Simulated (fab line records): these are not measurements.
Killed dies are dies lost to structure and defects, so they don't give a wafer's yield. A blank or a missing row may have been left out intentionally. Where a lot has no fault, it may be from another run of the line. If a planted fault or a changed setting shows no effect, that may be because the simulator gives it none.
Which tool did it?	flow berkeley-cmos170	Sampling: 14 lots, 42 wafers, 3 of 331 route steps

== WHAT THE GAUGES SHOWED, per wafer ==
UCB170_PVT_TW_MEAS_09.
lot	measured	on	PVT_TW
L485	day 5 08:40	film-metro-04	505.9 503.1 503.4
L484	day 5 09:42	film-metro-03	513.4 510.3 510.5
L486	day 5 09:56	film-metro-04	505.0 502.2 506.8
L488	day 6 06:10	film-metro-03	509.5 509.4 509.1
L489	day 6 08:47	film-metro-03	513.1 508.0 508.5
L490	day 6 08:32	film-metro-03	510.5 511.2 511.5
L492	day 7 07:55	film-metro-02	508.6 509.1 506.7
L493	day 7 08:28	film-metro-03	510.2 508.2 509.0
L498	day 8 14:18	film-metro-03	507.5 506.2 507.0
L501	day 8 14:02	film-metro-03	506.3 509.2 506.7
L503	day 9 04:19	film-metro-02	505.8 507.5 505.8
L502	day 9 10:29	film-metro-03	507.6 510.9 510.2
L504	day 9 10:32	film-metro-03	510.4 510.6 512.5
L505	day 10 00:49	film-metro-02	505.7 506.4 508.4

UCB170_PLDD_OVL_MEAS_07.
lot	measured	on	PLDD_OVL (nm)
L485	day 5 23:51	overlay-01	0 1 7
L484	day 5 23:09	overlay-01	-3 -1 -2
L486	day 5 22:52	overlay-02	-4 5 -5
L488	day 6 18:50	overlay-01	-5 -3 3
L489	day 6 22:11	overlay-01	1 14 2
L490	day 6 21:58	overlay-01	1 -1 6
L492	day 8 01:53	overlay-01	-3 6 6
L493	day 8 02:22	overlay-01	-1 1 -8
L498	day 9 04:47	overlay-01	3 -6 7
L501	day 9 04:21	overlay-01	9 -1 4
L503	day 9 18:25	overlay-02	4 -12 4
L502	day 10 01:08	overlay-02	-5 -6 -1
L504	day 10 00:40	overlay-02	-5 -5 -7
L505	day 10 18:28	overlay-02	3 5 2

== WHICH TOOL RAN EACH LOT (tool, then ch and the chambers of the sampled wafers, then the start) ==
lot	UCB170_PWELL_STRIP_16
L485	plasma-asher-01 ch 0,1, day 3 02:55
L484	plasma-asher-02 ch 0,1, day 3 03:01
L486	plasma-asher-03 ch 0,1, day 3 05:29
L488	plasma-asher-03 ch 0,1, day 3 19:28
L489	plasma-asher-02 ch 1, day 4 04:21
L490	plasma-asher-02 ch 0,1, day 4 04:31
L492	plasma-asher-03 ch 0,1, day 4 22:46
L493	plasma-asher-03 ch 0, day 5 01:46
L498	plasma-asher-01 ch 0,1, day 5 23:44
L501	plasma-asher-01 ch 0,1, day 6 01:56
L503	plasma-asher-03 ch 0,1, day 6 19:31
L502	plasma-asher-03 ch 0,1, day 6 19:47
L504	plasma-asher-03 ch 0,1, day 7 00:34
L505	plasma-asher-03 ch 0,1, day 7 18:02
- UCB170_PWELL_STRIP_16: strips in O2.

== WHAT THE TOOLS THEMSELVES READ (means of the sampled wafers that have a number; where no wafer has one, the mark that the record gives instead) ==
UCB170_PWELL_STRIP_16.
lot	tool	drypump-motor-current-A (A)	oes-product-au (a.u.)	strip-time-to-endpoint-s (s)
L485	plasma-asher-01	5.5	0.724	18.11
L484	plasma-asher-02	6.6	0.722	18.07
L486	plasma-asher-03	5.6	0.721	18.14
L488	plasma-asher-03	5.5	0.722	18.01
L489	plasma-asher-02	6.5	0.722	18.13
L490	plasma-asher-02	6.6	0.718	18.01
L492	plasma-asher-03	5.6	0.722	18.10
L493	plasma-asher-03	5.9	0.728	18.11
L498	plasma-asher-01	5.5	0.793	18.08
L501	plasma-asher-01	5.5	0.794	18.17
L503	plasma-asher-03	5.7	0.721	18.05
L502	plasma-asher-03	5.7	0.722	18.11
L504	plasma-asher-03	5.6	0.719	18.13
L505	plasma-asher-03	5.7	0.723	18.13

== THE ANSWER, worked out from the rows above alone ==
Rule: the lots themselves supply what counts as usual. The widest of any qualifying gaps counts: lots, ordered by their means at a reading, are off when they make up no more than a third of the lots, leave a main group of 4 or more, and stand apart from it by 3 or more times the standard deviation of that group's means. A main group whose means are all the same, to the digits that the tables above print for the reading, isn't used. Also off: a lot with no number at a reading for which 4 or more lots have one. Where the step has rows for the other lots, those lots are counted as sound. After the gauges, taken in route order, come the tools' own readings; for these a lot's mean is taken, as printed above. The first step at which some lot is off is used, and at that step the reading that is off furthest; a lot without a number counts as furthest.
Off, at UCB170_PWELL_STRIP_16 on oes-product-au: L498, L501. The main group: mean 0.722 a.u., standard deviation 0.0024.
A tool fits if, at that step or a process step before it, it ran every lot that is off, and no sound lot after the first of them. One candidate fits, namely plasma-asher-01 at UCB170_PWELL_STRIP_16. Its last sound lot is L485 (day 3 02:55), its first lot that is off L498 (day 5 23:44): a fault that began between those two fits.
On the lots that are off, the tool's own readings at UCB170_PWELL_STRIP_16 differ by more than 5 times the standard deviation of the sound lots' means, which bears it out; oes-product-au reads 0.794 a.u. there versus 0.722 a.u. on the sound lots.

== WHAT HAD BEEN PUT IN BY THE SIMULATOR ==
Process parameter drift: plasma-asher-01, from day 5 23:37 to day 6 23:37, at UCB170_PWELL_STRIP_16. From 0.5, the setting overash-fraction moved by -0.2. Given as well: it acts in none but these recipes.
Lots struck among those shown: L501, L498. The rule given above showed the same thing.
